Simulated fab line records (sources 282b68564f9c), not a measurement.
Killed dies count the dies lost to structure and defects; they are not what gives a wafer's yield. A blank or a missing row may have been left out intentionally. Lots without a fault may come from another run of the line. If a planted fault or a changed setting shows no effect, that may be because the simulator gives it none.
Which of the tools did it?	flow rit_cmos	Sampling: 14 lots, 42 wafers, 3 of 202 route steps

## WHAT THE GAUGES SHOWED, per wafer
RIT_ACTIVE_CD_MEAS_90: target cd 1400 nm.
lot	measured	on	cd_nm (nm)
L648	day 1 16:28	cd_sem-02	1401.2 1401.3 1403.3
L649	day 1 20:13	cd_sem-01	1401.4 1400.6 1401.2
L650	day 2 01:03	cd_sem-02	1398.8 1396.0 1395.8
L652	day 2 11:11	cd_sem-02	1399.4 1400.5 1398.3
L653	day 2 16:08	cd_sem-02	1396.4 1394.6 1397.2
L654	day 2 21:08	cd_sem-01	1396.0 1394.1 1396.8
L655	day 3 02:43	cd_sem-02	1401.7 1400.9 1402.3
L656	day 3 07:01	cd_sem-01	1402.3 1404.4 1402.1
L657	day 3 12:20	cd_sem-02	1399.6 1401.5 1399.2
L658	day 3 17:13	cd_sem-01	1399.1 1400.3 1399.9
L665	day 5 04:04	cd_sem-02	1402.3 1402.7 1401.6
L667	day 5 14:08	cd_sem-01	1399.5 1401.2 1401.3
L669	day 6 00:08	cd_sem-01	1400.3 1400.0 1400.8
L671	day 6 10:10	cd_sem-02	1399.8 1398.6 1397.5

RIT_NWELL_OVL_MEAS_06.
lot	measured	on	NWELL_OVL (nm)
L648	day 1 23:44	overlay-02	-0.8 -0.7 -1.9
L649	day 2 01:47	overlay-01	-1.4 -0.4 -0.7
L650	day 2 07:58	overlay-02	0.8 -0.6 -1.7
L652	day 2 16:20	overlay-01	-0.5 -0.4 0.2
L653	day 3 00:31	overlay-01	-0.5 -0.4 -0.6
L654	day 3 03:31	overlay-01	3.0 2.9 4.6
L655	day 3 08:05	overlay-02	-1.9 -0.4 -0.5
L656	day 3 13:44	overlay-01	-2.6 -0.6 -1.4
L657	day 3 17:46	overlay-02	-1.2 -2.7 -1.3
L658	day 3 22:37	overlay-01	-0.5 0.9 -1.0
L665	day 5 09:09	overlay-01	2.2 1.8 1.0
L667	day 5 19:38	overlay-01	0.4 -2.3 -1.5
L669	day 6 06:04	overlay-02	0.3 0.8 0.4
L671	day 6 15:40	overlay-01	-0.7 1.0 -2.7

## TOOL THAT RAN EACH LOT (tool first, then ch and the chambers of the sampled wafers, then the start)
lot	RIT_ACTIVE_STRIP_14
L648	plasma_asher-01 ch 0,1, day 1 16:18
L649	plasma_asher-02 ch 0,1, day 1 20:02
L650	plasma_asher-01 ch 0,1, day 2 00:51
L652	plasma_asher-04 ch 0,1, day 2 11:01
L653	plasma_asher-02 ch 0,1, day 2 15:58
L654	plasma_asher-02 ch 0,1, day 2 20:58
L655	plasma_asher-04 ch 0,1, day 3 02:32
L656	plasma_asher-02 ch 0,1, day 3 06:50
L657	plasma_asher-04 ch 0,1, day 3 12:11
L658	plasma_asher-02 ch 0, day 3 17:02
L665	plasma_asher-04 ch 0,1, day 5 03:54
L667	plasma_asher-02 ch 0,1, day 5 13:58
L669	plasma_asher-01 ch 0,1, day 5 23:58
L671	plasma_asher-02 ch 1, day 6 09:58
- RIT_ACTIVE_STRIP_14: strips in O2, time 180 s.

## AS READ BY THE TOOLS THEMSELVES (means over the sampled wafers that have a number; for cases with no such wafer, the mark the record gives instead)
RIT_ACTIVE_STRIP_14.
lot	tool	drypump_motor_current_A (A)
L648	plasma_asher-01	5.5
L649	plasma_asher-02	5.4
L650	plasma_asher-01	5.2
L652	plasma_asher-04	5.7
L653	plasma_asher-02	5.6
L654	plasma_asher-02	5.4
L655	plasma_asher-04	5.7
L656	plasma_asher-02	5.4
L657	plasma_asher-04	5.6
L658	plasma_asher-02	5.3
L665	plasma_asher-04	5.7
L667	plasma_asher-02	5.4
L669	plasma_asher-01	5.2
L671	plasma_asher-02	5.7

## THE ANSWER, worked out from the rows above alone
Rule: usual is defined by the lots themselves. The widest of any qualifying gaps counts: lots, ordered by their means at a reading, are off when they make up no more than a third of the lots, leave a main group of 4 or more, and stand apart from it by 3 or more times the standard deviation of that group's means. A main group whose means are all the same, to the digits that the tables above print for the reading, isn't used. Also off: a lot with no number at a reading for which 4 or more lots have one. Any other lot the step has rows for is counted as sound. First the gauges in route order, then the tools' own readings, where a lot's mean is used as printed above. At the first step where some lot is off, the reading lying furthest off is the one used; lots without a number count as furthest.
Across all readings shown, no lot is off: no conclusion can be drawn from this.

## WHAT WAS PUT IN BY THE SIMULATOR
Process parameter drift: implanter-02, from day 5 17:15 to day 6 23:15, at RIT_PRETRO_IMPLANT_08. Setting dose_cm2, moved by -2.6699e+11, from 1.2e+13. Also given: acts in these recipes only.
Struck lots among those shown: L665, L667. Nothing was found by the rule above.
